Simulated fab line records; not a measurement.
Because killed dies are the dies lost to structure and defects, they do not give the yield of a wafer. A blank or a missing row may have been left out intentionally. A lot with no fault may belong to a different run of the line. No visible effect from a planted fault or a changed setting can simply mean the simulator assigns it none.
fab line records | flow ritCmos
record lots=15 | wafers=45 | lastDay=7
route steps=202 shown NLDD@112 PLDD@124
lots that met no fault: from a run of the same line without faults
startH: hours from the record's first day to the start of the lot's first wafer shown | waitH: hours from the lot's prior step to this one | " as in the row above | L1.1+2: several wafers, shown together as one row | - no value, or no start given | * or withheld: withheld | < > ~ a bound
route shown NAME@n: names a module that has steps shown in the file, with the first one's number in the route | usual: average and standard deviation across the fault-free wafers | same: alike in all rows | chamber/n: place in a boat | sites: the reading at each site | _std_site: standard deviation across them | _edge_site: mean of outer sites minus mean of inner sites | radiusMm: for every site, how far away it sits from the centre of the wafer | mask NAME#n: copy n | behind: the most recent tool/chamber to have shaped the wafer | hold: why the lot was held/for how many hours/how that ended | device: whichever transistor did not switch (one of n, p or np) | end of line: tests of these same wafers at the route's end | a step without rows: its recipe alone | killed: dies lost to structure and defects at the first sort, not the wafer's yield | map: per-die view of a wafer (x killed, . not killed, _ where there is no die)
set.NAME: the run value of the setting; set.NAME@STEP: its run value at that earlier step | model.NAME: the simulator's own value behind a step, which no gauge read
route steps across a sampled set of lots; one table per step, one row per wafer
services: when a tool's chamber went out of use (startH, in hours from the record's first day, below 0 if earlier), for how many hours, and the reason
## steps
# step RIT_NLDD_STRIP_09
# recipe chemistry=O2 | timeS=180 | resist=NOVOLAK | platenTempC=withheld | powerW=500 | pressureMtorr=4000 | o2FlowSccm=4000
# usual chamberPressureMTorr=4000/3.2 | drypumpMotorCurrentA=5.4/0.57 | o2FlowSccm=4000/11
lot.wafer | tool           | chamber | startH | waitH | chamberPressureMTorr | drypumpMotorCurrentA | o2FlowSccm | rfHoursCounterH
L259.3    | plasmaAsher-02 | 0       | 41.22  | 0.1   | 4003                 | 5.2                  | 4014       | -
L259.4    | "              | 1       | "      | "     | 3995                 | 6.6                  | 4007       | -
L259.6    | "              | 0       | "      | "     | 4000                 | 5.2                  | 4002       | -
L260.4    | plasmaAsher-02 | 0       | 47.64  | 0.1   | 4000                 | 5.2                  | 3995       | -
L260.5    | "              | 0       | "      | "     | 4002                 | 5.2                  | 3997       | -
L260.6    | "              | 1       | "      | "     | 3998                 | 6.6                  | 3984       | -
L261.1    | plasmaAsher-01 | 0       | 52.16  | 0.1   | 3998                 | 5.2                  | 4001       | 40
L261.2    | "              | 1       | "      | "     | 4003                 | 5.3                  | 3989       | 40
L261.3    | "              | 0       | "      | "     | 3998                 | 5.2                  | 4012       | -
L262.3    | plasmaAsher-04 | 1       | 57.69  | 0.1   | 4003                 | 4.7                  | 4003       | -
L262.4    | "              | 0       | "      | "     | 3998                 | 5.7                  | 4004       | -
L262.5    | "              | 1       | "      | "     | 4000                 | 4.7                  | 3996       | -
L264.2    | plasmaAsher-01 | 0       | 66.16  | 0.1   | 4002                 | 5.2                  | 3982       | 41
L264.4    | "              | 1       | "      | "     | 3997                 | 5.3                  | 4008       | -
L264.5    | "              | 1       | "      | "     | 4002                 | 5.3                  | 3993       | -
L265.1    | plasmaAsher-04 | 1       | 70.85  | 0.1   | 3997                 | 4.7                  | 3998       | 29
L265.2    | "              | 0       | "      | "     | 4002                 | 5.7                  | 4009       | 29
L265.6    | "              | 0       | "      | "     | 3998                 | 5.7                  | 4014       | -
L267.3    | plasmaAsher-04 | 1       | 82.60  | 0.1   | 3993                 | 4.7                  | 3994       | -
L267.5    | "              | 0       | "      | "     | 4002                 | 5.7                  | 4000       | -
L267.6    | "              | 1       | "      | "     | 3996                 | 4.7                  | 4008       | -
L268.1    | plasmaAsher-01 | 0       | 86.60  | 0.1   | 4003                 | 5.3                  | 3989       | 43
L268.4    | "              | 0       | "      | "     | 4000                 | 5.3                  | 3993       | -
L268.6    | "              | 1       | "      | "     | 3996                 | 5.3                  | 4013       | -
L270.2    | plasmaAsher-04 | 0       | 95.68  | 0.1   | -                    | -                    | -          | -
L270.5    | "              | 0       | "      | "     | -                    | -                    | -          | -
L270.6    | "              | 1       | "      | "     | -                    | -                    | -          | -
L271.2    | plasmaAsher-02 | 1       | 101.97 | 0.1   | -                    | -                    | -          | -
L271.4    | "              | 1       | "      | "     | -                    | -                    | -          | -
L271.6    | "              | 1       | "      | "     | -                    | -                    | -          | -
L272.2    | plasmaAsher-02 | 0       | 106.97 | 0.1   | -                    | -                    | -          | -
L272.3    | "              | 0       | "      | "     | -                    | -                    | -          | -
L272.6    | "              | 1       | "      | "     | -                    | -                    | -          | -
L273.3    | plasmaAsher-04 | 0       | 112.48 | 0.1   | 3998                 | 5.7                  | 4007       | -
L273.5    | "              | 0       | "      | "     | 3996                 | 5.7                  | 4009       | -
L273.6    | "              | 1       | "      | "     | 3997                 | 4.7                  | 4007       | -
L280.2    | plasmaAsher-04 | 1       | 146.44 | 0.1   | 3998                 | 4.7                  | 3990       | 38
L280.3    | "              | 0       | "      | "     | 4003                 | 5.7                  | 4011       | -
L280.6    | "              | 1       | "      | "     | 4003                 | 4.7                  | 3993       | -
L281.1    | plasmaAsher-04 | 0       | 151.58 | 0.1   | 3998                 | 5.7                  | 3981       | 39
L281.3    | "              | 0       | "      | "     | 4006                 | 5.7                  | 3994       | -
L281.4    | "              | 1       | "      | "     | 3996                 | 4.7                  | 3989       | -
L282.1    | plasmaAsher-04 | 1       | 155.97 | 0.1   | 4000                 | 4.7                  | 3996       | 40
L282.2    | "              | 0       | "      | "     | 4003                 | 5.7                  | 4000       | 40
L282.3    | "              | 1       | "      | "     | 3995                 | 4.7                  | 3979       | -
# step RIT_PLDD_TW_MEAS_10
# usual PLDD_TW=2358/16
lot.wafer | tool         | chamber | startH | waitH | PLDD_TW
L259.3    | filmMetro-02 | -       | 42.78  | 0.1   | 2358
L259.4    | "            | -       | "      | "     | 2365
L259.6    | "            | -       | "      | "     | 2366
L260.4    | filmMetro-02 | -       | 49.21  | 0.1   | 2368
L260.5    | "            | -       | "      | "     | 2350
L260.6    | "            | -       | "      | "     | 2378
L261.1    | filmMetro-04 | -       | 53.88  | 0.1   | 2364
L261.2    | "            | -       | "      | "     | 2364
L261.3    | "            | -       | "      | "     | 2372
L262.3    | filmMetro-04 | -       | 59.53  | 0.1   | 2378
L262.4    | "            | -       | "      | "     | 2380
L262.5    | "            | -       | "      | "     | 2371
L264.2    | filmMetro-04 | -       | 68.00  | 0.1   | 2394
L264.4    | "            | -       | "      | "     | 2375
L264.5    | "            | -       | "      | "     | 2369
L265.1    | filmMetro-04 | -       | 72.56  | 0.1   | 2376
L265.2    | "            | -       | "      | "     | 2376
L265.6    | "            | -       | "      | "     | 2365
L267.3    | filmMetro-04 | -       | 84.42  | 0.1   | 2349
L267.5    | "            | -       | "      | "     | 2368
L267.6    | "            | -       | "      | "     | 2371
L268.1    | filmMetro-02 | -       | 88.32  | 0.1   | 2350
L268.4    | "            | -       | "      | "     | 2353
L268.6    | "            | -       | "      | "     | 2336
L270.2    | filmMetro-02 | -       | 97.54  | 0.1   | 30
L270.5    | "            | -       | "      | "     | 30
L270.6    | "            | -       | "      | "     | 30
L271.2    | filmMetro-04 | -       | 103.57 | 0.1   | 30
L271.4    | "            | -       | "      | "     | 30
L271.6    | "            | -       | "      | "     | 30
L272.2    | filmMetro-04 | -       | 108.58 | 0.1   | 30
L272.3    | "            | -       | "      | "     | 30
L272.6    | "            | -       | "      | "     | 30
L273.3    | filmMetro-01 | -       | 114.04 | 0.1   | 2348
L273.5    | "            | -       | "      | "     | 2332
L273.6    | "            | -       | "      | "     | 2345
L280.2    | filmMetro-02 | -       | 148.17 | 0.1   | 2355
L280.3    | "            | -       | "      | "     | 2372
L280.6    | "            | -       | "      | "     | 2348
L281.1    | filmMetro-01 | -       | 153.18 | 0.1   | 2357
L281.3    | "            | -       | "      | "     | 2351
L281.4    | "            | -       | "      | "     | 2331
L282.1    | filmMetro-04 | -       | 157.70 | 0.1   | 2366
L282.2    | "            | -       | "      | "     | 2358
L282.3    | "            | -       | "      | "     | 2361
## services
tool           | chamber | startH | hours | kind
plasmaAsher-01 | -       | 53.02  | 4.2   | repair
## key
firstSign step=RIT_NLDD_STRIP_09 | reading=toolRecord | direction=missing
effect step=RIT_PLDD_TW_MEAS_10 | reading=PLDD_TW | direction=down | sigmas=99+ | usual=2358 | struck=30
metAt RIT_NLDD_STRIP_09
struckLots L270,L271,L272
laterRowsLeftOut L270.2,L270.5,L270.6,L271.2,L271.4,L271.6,L272.2,L272.3,L272.6
sortLeftOut L270.2,L270.5,L270.6,L271.2,L271.4,L271.6,L272.2,L272.3,L272.6
testerLeftOut L270,L271,L272
onsetBetween 82.60 95.68
fault kind=skippedStepWhole | tool=plasmaAsher-02,plasmaAsher-04 | chamber=- | onsetH=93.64 | steps=RIT_NLDD_STRIP_09 | scope=struckLotsOnly
# testerLeftOut: of these lots the tester's yield and bins aren't shown, on N5 and GAA mostly nor the transistor test; their killed dies are dies lost to structure and defects alone, not to doping, threshold or leakage, so they don't give the yield
# sortLeftOut: the simulated sort isn't trusted on such a fault, so these wafers' sort isn't shown, and their yield isn't known
# laterRowsLeftOut: the simulator's readings of these wafers behind a module that went badly wrong aren't trusted and aren't shown, but for the sort
